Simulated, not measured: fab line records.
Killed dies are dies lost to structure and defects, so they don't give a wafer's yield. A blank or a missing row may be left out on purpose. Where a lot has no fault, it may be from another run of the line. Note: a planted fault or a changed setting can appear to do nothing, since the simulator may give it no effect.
A sampling plan put to the test | flow berkeley-cmos170 | each of the 31 faults these records tell of, on one fab line, judged from the records of the lots it struck
Plan = the line's own looks (route steps where a gauge or an inspection reads the wafer without altering it). A look can be judged if struck wafers have a number there and the file gives its usual mean and standard deviation on fault-free wafers. Caught: 4 or more of those standard deviations (sigma) separate the usual mean from the mean of the struck wafers at a look after the fault's first step. On the tool: the identical test, applied to the tool's own readings at the steps of the fault. A different recipe on the struck wafers counts as caught too, as does a record blank only for those wafers.

== THE FAULTS, as the simulator had put them in ==
1. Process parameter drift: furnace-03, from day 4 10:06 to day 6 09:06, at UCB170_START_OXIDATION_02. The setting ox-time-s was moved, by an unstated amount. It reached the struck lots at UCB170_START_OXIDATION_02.
2. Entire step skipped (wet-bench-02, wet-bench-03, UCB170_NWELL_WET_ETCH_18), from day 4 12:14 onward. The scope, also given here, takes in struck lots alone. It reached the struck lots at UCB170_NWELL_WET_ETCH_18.
3. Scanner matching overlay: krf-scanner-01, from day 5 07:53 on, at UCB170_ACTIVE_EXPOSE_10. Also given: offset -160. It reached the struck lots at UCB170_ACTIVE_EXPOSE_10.
4. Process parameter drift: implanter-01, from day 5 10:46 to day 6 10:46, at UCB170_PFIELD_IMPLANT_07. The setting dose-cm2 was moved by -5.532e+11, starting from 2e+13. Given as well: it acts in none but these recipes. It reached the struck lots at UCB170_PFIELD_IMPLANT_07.
5. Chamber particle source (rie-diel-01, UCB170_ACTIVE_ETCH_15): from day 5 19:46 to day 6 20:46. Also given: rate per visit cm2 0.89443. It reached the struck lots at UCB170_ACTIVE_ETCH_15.
6. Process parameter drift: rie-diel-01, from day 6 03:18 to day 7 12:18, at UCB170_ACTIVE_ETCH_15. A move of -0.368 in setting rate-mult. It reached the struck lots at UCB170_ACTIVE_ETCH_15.
7. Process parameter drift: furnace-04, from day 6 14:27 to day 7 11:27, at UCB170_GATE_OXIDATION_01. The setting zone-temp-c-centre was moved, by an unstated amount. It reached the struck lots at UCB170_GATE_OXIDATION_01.
8. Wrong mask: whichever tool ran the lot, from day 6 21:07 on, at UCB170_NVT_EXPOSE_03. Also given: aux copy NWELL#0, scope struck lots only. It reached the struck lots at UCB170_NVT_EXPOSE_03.
9. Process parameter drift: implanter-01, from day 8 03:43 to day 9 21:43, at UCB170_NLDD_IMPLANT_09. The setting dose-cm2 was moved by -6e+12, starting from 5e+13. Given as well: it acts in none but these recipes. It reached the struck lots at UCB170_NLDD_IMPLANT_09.
10. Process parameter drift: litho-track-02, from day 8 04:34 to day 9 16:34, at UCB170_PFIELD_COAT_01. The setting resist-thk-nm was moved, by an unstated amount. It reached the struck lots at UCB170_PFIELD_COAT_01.
11. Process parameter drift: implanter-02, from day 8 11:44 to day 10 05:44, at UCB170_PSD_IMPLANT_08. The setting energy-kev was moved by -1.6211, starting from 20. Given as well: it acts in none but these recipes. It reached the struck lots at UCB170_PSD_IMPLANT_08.
12. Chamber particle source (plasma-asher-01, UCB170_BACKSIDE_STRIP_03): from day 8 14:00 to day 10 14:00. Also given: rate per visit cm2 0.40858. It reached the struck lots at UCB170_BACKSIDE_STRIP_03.
13. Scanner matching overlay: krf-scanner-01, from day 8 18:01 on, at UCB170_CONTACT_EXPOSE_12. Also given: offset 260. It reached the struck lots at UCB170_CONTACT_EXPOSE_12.
14. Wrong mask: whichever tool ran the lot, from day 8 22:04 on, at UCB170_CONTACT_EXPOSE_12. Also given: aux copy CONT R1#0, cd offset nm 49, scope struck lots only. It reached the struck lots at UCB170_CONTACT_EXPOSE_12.
15. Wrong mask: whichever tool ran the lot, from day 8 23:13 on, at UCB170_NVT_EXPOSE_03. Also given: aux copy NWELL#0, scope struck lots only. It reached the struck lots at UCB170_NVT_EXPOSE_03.
16. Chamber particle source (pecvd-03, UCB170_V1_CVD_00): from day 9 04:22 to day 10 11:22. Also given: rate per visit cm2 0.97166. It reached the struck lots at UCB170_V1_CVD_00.
17. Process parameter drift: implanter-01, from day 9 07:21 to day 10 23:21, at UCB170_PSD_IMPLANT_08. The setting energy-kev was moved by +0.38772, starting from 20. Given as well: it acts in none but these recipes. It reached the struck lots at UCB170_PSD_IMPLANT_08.
18. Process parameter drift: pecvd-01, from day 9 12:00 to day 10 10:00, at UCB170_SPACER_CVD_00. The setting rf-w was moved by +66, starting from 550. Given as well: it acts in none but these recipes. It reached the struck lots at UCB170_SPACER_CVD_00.
19. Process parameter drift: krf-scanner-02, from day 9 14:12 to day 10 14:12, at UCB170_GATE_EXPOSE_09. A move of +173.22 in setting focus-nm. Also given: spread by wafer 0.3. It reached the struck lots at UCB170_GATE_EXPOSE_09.
20. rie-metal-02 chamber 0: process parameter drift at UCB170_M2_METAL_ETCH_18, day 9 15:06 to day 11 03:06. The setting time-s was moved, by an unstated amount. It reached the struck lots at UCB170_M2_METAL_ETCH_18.
21. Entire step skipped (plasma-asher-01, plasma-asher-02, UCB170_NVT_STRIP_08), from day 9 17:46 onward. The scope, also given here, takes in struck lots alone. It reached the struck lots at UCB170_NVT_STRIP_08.
22. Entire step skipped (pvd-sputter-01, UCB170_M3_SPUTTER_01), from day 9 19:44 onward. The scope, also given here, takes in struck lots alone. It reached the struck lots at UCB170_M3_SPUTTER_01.
23. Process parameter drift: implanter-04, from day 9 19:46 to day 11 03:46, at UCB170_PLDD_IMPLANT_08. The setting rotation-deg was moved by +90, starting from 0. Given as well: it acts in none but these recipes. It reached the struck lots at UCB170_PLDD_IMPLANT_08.
24. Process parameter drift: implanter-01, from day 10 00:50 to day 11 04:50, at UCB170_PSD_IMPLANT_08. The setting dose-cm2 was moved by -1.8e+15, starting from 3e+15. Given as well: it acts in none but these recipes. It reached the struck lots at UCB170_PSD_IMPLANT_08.
25. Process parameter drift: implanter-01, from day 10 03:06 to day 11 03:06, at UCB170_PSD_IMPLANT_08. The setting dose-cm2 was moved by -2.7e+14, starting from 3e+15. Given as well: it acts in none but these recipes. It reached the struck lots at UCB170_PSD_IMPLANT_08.
26. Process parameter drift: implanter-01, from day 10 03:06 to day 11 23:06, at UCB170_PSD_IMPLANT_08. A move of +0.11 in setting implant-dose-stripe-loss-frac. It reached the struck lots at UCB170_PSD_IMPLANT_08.
27. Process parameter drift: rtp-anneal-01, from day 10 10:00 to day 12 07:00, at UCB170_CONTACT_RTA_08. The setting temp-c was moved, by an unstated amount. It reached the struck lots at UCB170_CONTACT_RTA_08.
28. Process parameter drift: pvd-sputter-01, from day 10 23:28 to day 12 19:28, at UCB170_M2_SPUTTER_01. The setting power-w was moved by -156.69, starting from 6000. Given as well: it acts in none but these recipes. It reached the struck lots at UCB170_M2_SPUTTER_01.
29. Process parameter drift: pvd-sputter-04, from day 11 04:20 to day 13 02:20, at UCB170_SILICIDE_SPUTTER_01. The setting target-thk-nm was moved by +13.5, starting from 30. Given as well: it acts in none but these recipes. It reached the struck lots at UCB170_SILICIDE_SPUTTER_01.
30. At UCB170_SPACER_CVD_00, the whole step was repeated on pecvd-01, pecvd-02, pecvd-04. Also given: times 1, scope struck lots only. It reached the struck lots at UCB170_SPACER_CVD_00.
31. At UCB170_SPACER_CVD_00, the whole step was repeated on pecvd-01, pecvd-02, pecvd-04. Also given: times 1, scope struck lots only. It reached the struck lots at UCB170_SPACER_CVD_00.

== WHAT THE PLAN SAW ==
fault | on the tool itself                               | first look that catches it                      | reading, sigma                                        | median hours from its first step to that look | hours from the fault's start to the first struck lot there | judged looks passed uncaught
1     | no reading that can be judged                    | UCB170_START_THK_MEAS_03                        | START_OXIDE_THK +5.3                                  | 1.5                                           | 5                                                          | 0
2     | no reading that can be judged                    | no look after it can be judged                  | -                                                     | -                                             | -                                                          | 0
3     | under 2 sigma                                    | UCB170_ACTIVE_OVL_MEAS_14                       | ACTIVE_OVL -29                                        | 0.5                                           | 9                                                          | 0
4     | dose-ions-cm2 -27 sigma                          | no look after it can be judged                  | -                                                     | -                                             | -                                                          | 0
5     | under 2 sigma                                    | none of the 2 looks that can be judged after it | -                                                     | -                                             | -                                                          | 2
6     | oes-product-au -9.2 sigma                        | no look after it can be judged                  | -                                                     | -                                             | -                                                          | 0
7     | spike-tc-centre-C +16 sigma                      | UCB170_GATE_THK_MEAS_02                         | GATE_OXIDE_THK +8.2                                   | 1.5                                           | 8                                                          | 0
8     | no reading that can be judged                    | UCB170_NVT_TW_MEAS_09                           | NVT_TW -99 or beyond                                  | 1.3                                           | 11                                                         | 0
9     | dose-ions-cm2 -99 or beyond sigma                | UCB170_SDANNEAL_RS_MEAS_05                      | NLDD_RS +17                                           | 11.3                                          | 14                                                         | 0
10    | no reading that can be judged                    | no look after it can be judged                  | -                                                     | -                                             | -                                                          | 0
11    | beam-energy-keV -99 or beyond sigma              | none of the 3 looks that can be judged after it | strongest: PSD_RS at UCB170_SDANNEAL_RS_MEAS_02, +3.8 | -                                             | -                                                          | 3
12    | under 2 sigma                                    | not the one look that can be judged after it    | -                                                     | -                                             | -                                                          | 1
13    | no reading that can be judged                    | UCB170_CONTACT_OVL_MEAS_16                      | CONTACT_OVL +41                                       | 0.7                                           | 5                                                          | 0
14    | under 2 sigma                                    | UCB170_CONTACT_CD_MEAS_15                       | cd-nm +30                                             | 0.6                                           | 1                                                          | 0
15    | no reading that can be judged                    | UCB170_NVT_TW_MEAS_09                           | NVT_TW -99 or beyond                                  | 0.7                                           | 1                                                          | 0
16    | under 2 sigma                                    | none of the 2 looks that can be judged after it | -                                                     | -                                             | -                                                          | 2
17    | beam-energy-keV +61 sigma                        | no look after it can be judged                  | -                                                     | -                                             | -                                                          | 0
18    | rf-fwd-power-W +27 sigma                         | not the one look that can be judged after it    | -                                                     | -                                             | -                                                          | 1
19    | under 2 sigma                                    | none of the 2 looks that can be judged after it | strongest: cd-nm at UCB170_GATE_CD_MEAS_12, -2.1      | -                                             | -                                                          | 2
20    | run-length-s +42 sigma                           | no look after it can be judged                  | -                                                     | -                                             | -                                                          | 0
21    | the tool's record is blank for the struck wafers | UCB170_PVT_TW_MEAS_09                           | PVT_TW -99 or beyond                                  | 2.0                                           | 3                                                          | 0
22    | the tool's record is blank for the struck wafers | no look after it can be judged                  | -                                                     | -                                             | -                                                          | 0
23    | rotation-deg +99 or beyond sigma                 | no look after it can be judged                  | -                                                     | -                                             | -                                                          | 0
24    | dose-ions-cm2 -99 or beyond sigma                | UCB170_PSD_TW_MEAS_10                           | PSD_TW -24                                            | 0.2                                           | 0                                                          | 0
25    | dose-ions-cm2 -73 sigma                          | UCB170_SDANNEAL_RS_MEAS_02                      | PSD_RS +20                                            | 3.6                                           | 5                                                          | 1
26    | no reading that can be judged                    | UCB170_SDANNEAL_RS_MEAS_02                      | PSD_RS +14                                            | 3.6                                           | 5                                                          | 0
27    | wafer_temp_C_max -25 sigma                       | none of the 2 looks that can be judged after it | -                                                     | -                                             | -                                                          | 2
28    | cathode-dc-power-W -99 or beyond sigma           | none of the 8 looks that can be judged after it | -                                                     | -                                             | -                                                          | 8
29    | under 2 sigma                                    | UCB170_SILICIDE_RS_MEAS_02                      | SILICIDE_TI_RS -19                                    | 0.0                                           | 6                                                          | 0
30    | under 2 sigma                                    | UCB170_SPACER_THK_MEAS_01                       | SPACER_TEOS_THK +69                                   | 0.2                                           | -                                                          | 0
31    | under 2 sigma                                    | UCB170_SPACER_THK_MEAS_01                       | SPACER_TEOS_THK +69                                   | 0.3                                           | -                                                          | 0
A dash: this means the fault isn't caught or the number doesn't appear in these records.

Caught at a look: 15 of 31. Caught on the tool: 15 of 31. By one or the other: 25 of 31.
Caught on the tool alone: faults 4, 6, 11, 17, 18, 20, 22, 23, 27, 28.
Caught at a look alone: faults 1, 3, 8, 13, 14, 15, 26, 29, 30, 31.
Caught by neither: faults 2, 5, 10, 12, 16, 19.

== THINNER SAMPLING ==
If the look that catches a fault measured only every second or every third lot, by lot number, the first struck lot would be measured this late in the worst case:
fault | struck lots at that look, in order of time | every lot | every second lot | every third lot
1     | L582, L581, L584                           | 5 h       | 5 h              | may miss all 3
3     | L102, L103, L104, L105                     | 9 h       | 14 h             | 14 h
7     | L450, L451, L452, L449                     | 8 h       | 8 h              | 8 h
8     | L784                                       | 11 h      | may miss it      | may miss it
9     | L543, L549                                 | 14 h      | may miss all 2   | may miss all 2
13    | L917, L921, L922                           | 5 h       | 41 h             | 41 h
14    | L706                                       | 1 h       | may miss it      | may miss it
15    | L560                                       | 1 h       | may miss it      | may miss it
21    | L748, L750                                 | 3 h       | may miss all 2   | may miss all 2
24    | L816, L817                                 | 0 h       | 5 h              | may miss all 2
25    | L389, L391                                 | 5 h       | may miss all 2   | may miss all 2
26    | L351, L353                                 | 5 h       | may miss all 2   | may miss all 2
29    | L116, L117                                 | 6 h       | 17 h             | may miss all 2
The hour figures run from when the fault began to the first measured lot among those it struck. Since the struck wafers were tested as one group against 4 sigma, a single lot by itself may lie under the limit. Other struck lots may not be in these records.

== THE LONGEST TIMED WAY FROM STEP TO LOOK ==
Fault 9: the median time between UCB170_NLDD_IMPLANT_09 and UCB170_SDANNEAL_RS_MEAS_05 is 11.3 hours. No look between them can be judged.
